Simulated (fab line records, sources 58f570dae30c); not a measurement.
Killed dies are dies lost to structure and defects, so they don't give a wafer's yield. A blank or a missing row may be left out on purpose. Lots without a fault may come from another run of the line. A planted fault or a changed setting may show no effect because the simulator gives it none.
Split-lot experiment | flow berkeley_cmos170 | 5 lots, 23 wafers read, on a route of 331 steps

THE SPLIT
At UCB170_M3_ETCH_17 (etches BARC in N2/H2), the setting source_w was moved away from the recipe's 500 W on 8 of the 23 wafers read, by -10.9% to +9.4%. The other wafers ran this setting at the recipe's value.

The reading is taken at the split's own step.

THE READING
oes_product_au, in a.u., at UCB170_M3_ETCH_17 (etches BARC in N2/H2). Fault-free wafers of this fab line usually give 1.009 a.u., standard deviation 0.018 a.u..

wafer  | tool, chamber at the split | source_w as run, W | against the recipe | oes_product_au, a.u. | against lot-mates on the recipe
L074.1 | rie_diel-04, 2             | 500                | recipe             | 0.994                | -
L074.2 | rie_diel-04, 1             | 500                | recipe             | 0.994                | -
L074.4 | rie_diel-04, 3             | 546.9              | +9.4%              | 1.030                | +0.036
L074.5 | rie_diel-04, 1             | 546.9              | +9.4%              | 1.044                | +0.050
L074.6 | rie_diel-04, 0             | 546.9              | +9.4%              | 1.070                | +0.076
L075.2 | rie_diel-04, 1             | 520.7              | +4.1%              | 1.018                | +0.015
L075.3 | rie_diel-04, 2             | 500                | recipe             | 0.992                | -
L075.4 | rie_diel-04, 0             | 500                | recipe             | 1.011                | -
L075.5 | rie_diel-04, 1             | 500                | recipe             | 1.005                | -
L075.6 | rie_diel-04, 0             | 520.7              | +4.1%              | 1.045                | +0.042
L077.1 | rie_diel-02, 1             | 500                | recipe             | 1.046                | -
L077.2 | rie_diel-02, 3             | 500                | recipe             | 1.032                | -
L077.3 | rie_diel-02, 0             | 445.6              | -10.9%             | 0.956                | -0.083
L077.4 | rie_diel-02, 2             | 445.6              | -10.9%             | 0.970                | -0.069
L077.6 | rie_diel-02, 1             | 445.6              | -10.9%             | 0.977                | -0.062
L079.2 | rie_diel-04, 0             | 500                | recipe             | 1.023                | -
L079.3 | rie_diel-04, 2             | 500                | recipe             | 1.006                | -
L079.5 | rie_diel-04, 0             | 500                | recipe             | 1.036                | -
L084.1 | rie_diel-04, 1             | 500                | recipe             | 0.988                | -
L084.2 | rie_diel-04, 2             | 500                | recipe             | 1.004                | -
L084.3 | rie_diel-04, 0             | 500                | recipe             | 1.014                | -
L084.4 | rie_diel-04, 3             | 500                | recipe             | 0.988                | -
L084.5 | rie_diel-04, 3             | 500                | recipe             | 0.984                | -

THE FIT
A straight line over all 23 wafers: oes_product_au changes by +0.00403 a.u. for each +1% of source_w; r = +0.78; the points scatter about the line by 0.018 a.u..
The same after taking each lot's own level away (the mean of its wafers on the recipe; 23 wafers): +0.00626 a.u. for each +1%; r = +0.95; scatter 0.012 a.u..
On that fit, the largest move of source_w shifts the reading by 0.068 a.u..
The lots' own levels span 0.9940 to 1.0390 a.u., that is 2.5 times the standard deviation above.
So the lot-to-lot level blurs the effect unless lot-mates are compared.
Check: with one of the wafers moved furthest among these (-10.9%) left out of the fit, the line predicts -0.0647 a.u. for it against its lot-mates. It came out at -0.083 a.u. against them.
Tool readings at the split's step, against how far the setting was moved: oes_product_au r = +0.78.

THE FILE'S OWN FIT
oes_product_au changes by +0.00627 a.u. for each +1% of source_w, r = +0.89.
